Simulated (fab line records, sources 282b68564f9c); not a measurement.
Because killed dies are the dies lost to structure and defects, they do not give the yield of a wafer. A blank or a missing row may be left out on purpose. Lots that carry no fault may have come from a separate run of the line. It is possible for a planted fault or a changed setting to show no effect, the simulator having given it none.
Which tool did it? -- flow ritCmos -- Sampling: 15 lots, 45 wafers, 2 of 202 route steps

== WHAT EACH GAUGE READ, for each wafer ==
The record holds no reading of a measuring or inspecting step that can be judged against a usual standard deviation.

== WHICH TOOL RAN EACH LOT (tool, then ch and the chambers of the sampled wafers, then the start) ==
lot,RIT_ACTIVE_CVD_03,RIT_M1_PROBE_99
L405,"lpcvd-02 ch 0, day 1 12:29","prober-01, day 3 16:29"
L406,"lpcvd-02 ch 0, day 1 18:23","prober-02, day 4 04:33"
L407,"lpcvd-01 ch 0, day 1 23:04","prober-01, day 4 06:00"
L408,"lpcvd-01 ch 0, day 2 04:37","prober-02, day 4 13:54"
L409,"lpcvd-01 ch 1, day 2 08:38","prober-01, day 4 18:40"
L411,"lpcvd-01 ch 1, day 2 18:59","prober-01, day 5 04:57"
L412,"lpcvd-01 ch 1, day 3 01:06","prober-02, day 5 09:08"
L413,"lpcvd-01 ch 1, day 3 05:40","prober-01, day 5 13:20"
L414,"lpcvd-01 ch 0, day 3 12:56","prober-02, day 5 19:21"
L416,"lpcvd-01 ch 0, day 3 22:13","prober-01, day 6 02:36"
L421,"lpcvd-01 ch 0, day 4 22:15","prober-02, day 7 02:04"
L422,"lpcvd-01 ch 0, day 5 02:50","prober-01, day 7 05:56"
L424,"lpcvd-01 ch 0, day 5 11:53","prober-01, day 7 11:50"
L426,"lpcvd-01 ch 0, day 5 22:24","prober-01, day 8 03:32"
L427,"lpcvd-01 ch 0, day 6 05:02","prober-02, day 8 12:38"
- RIT_ACTIVE_CVD_03: deposits Si3N4 from SiH2Cl2/NH3, target thk 150 nm, time 1500 s.
- RIT_M1_PROBE_99

== AS READ BY THE TOOLS THEMSELVES (means over the sampled wafers that have a number; for cases with no such wafer, the mark the record gives instead) ==
RIT_M1_PROBE_99.
lot,tool,killed_at_M0_to_M3,killedAtContacts,killedAtFrontEnd,killedDies,killedOnRim,killedOpen,killedShort
L405,prober-01,0.0,0.0,7.0,7.0,2.3,4.0,3.0
L406,prober-02,0.0,0.0,9.3,9.3,2.0,4.7,4.7
L407,prober-01,0.0,0.0,8.3,8.3,2.0,4.0,4.3
L408,prober-02,0.3,0.0,9.0,9.3,2.0,4.7,3.3
L409,prober-01,0.0,0.0,7.3,7.3,2.0,3.3,4.0
L411,prober-01,0.0,0.0,7.3,7.3,3.0,4.0,3.3
L412,prober-02,0.0,0.0,6.0,6.0,1.0,3.3,2.7
L413,prober-01,0.0,0.0,5.7,5.7,1.7,2.7,3.0
L414,prober-02,0.0,0.0,9.3,9.3,3.0,3.7,5.7
L416,prober-01,0.0,0.0,7.0,7.0,1.7,5.0,2.0
L421,prober-02,0.0,0.0,8.0,8.0,1.7,3.3,4.7
L422,prober-01,0.0,0.0,8.3,8.3,3.0,4.3,4.0
L424,prober-01,0.0,0.0,35.0,35.0,10.7,3.7,3.7
L426,prober-01,0.0,0.3,34.7,35.0,10.0,3.7,4.0
L427,prober-02,0.0,0.0,36.3,36.3,12.0,4.3,4.7

== THE ANSWER, worked out from the rows above alone ==
Rule: usual is defined by the lots themselves. The widest of any qualifying gaps counts: lots, ordered by their means at a reading, are off when they make up no more than a third of the lots, leave a main group of 4 or more, and stand apart from it by 3 or more times the standard deviation of that group's means. A main group whose means are all the same, to the digits that the tables above print for the reading, isn't used. Also off: a lot with no number at a reading for which 4 or more lots have one. Any other lot the step has rows for is counted as sound. The gauges are gone through in route order, then the tools' own readings, and for those a lot's mean is taken as printed above. At the first step where some lot is off, the reading lying furthest off is the one used; lots without a number count as furthest.
Off at RIT_M1_PROBE_99 (killedAtFrontEnd): L424, L426, L427. The main group: mean 7.7, standard deviation 1.1.
A tool fits if, at that step or a process step before it, it ran every lot that is off, and no sound lot after the first of them. One fits: RIT_ACTIVE_CVD_03 on lpcvd-01. Its last sound lot is L422 (day 5 02:50), its first lot that is off L424 (day 5 11:53): a fault that began between those two fits.

== WHAT THE SIMULATOR HAD INSERTED ==
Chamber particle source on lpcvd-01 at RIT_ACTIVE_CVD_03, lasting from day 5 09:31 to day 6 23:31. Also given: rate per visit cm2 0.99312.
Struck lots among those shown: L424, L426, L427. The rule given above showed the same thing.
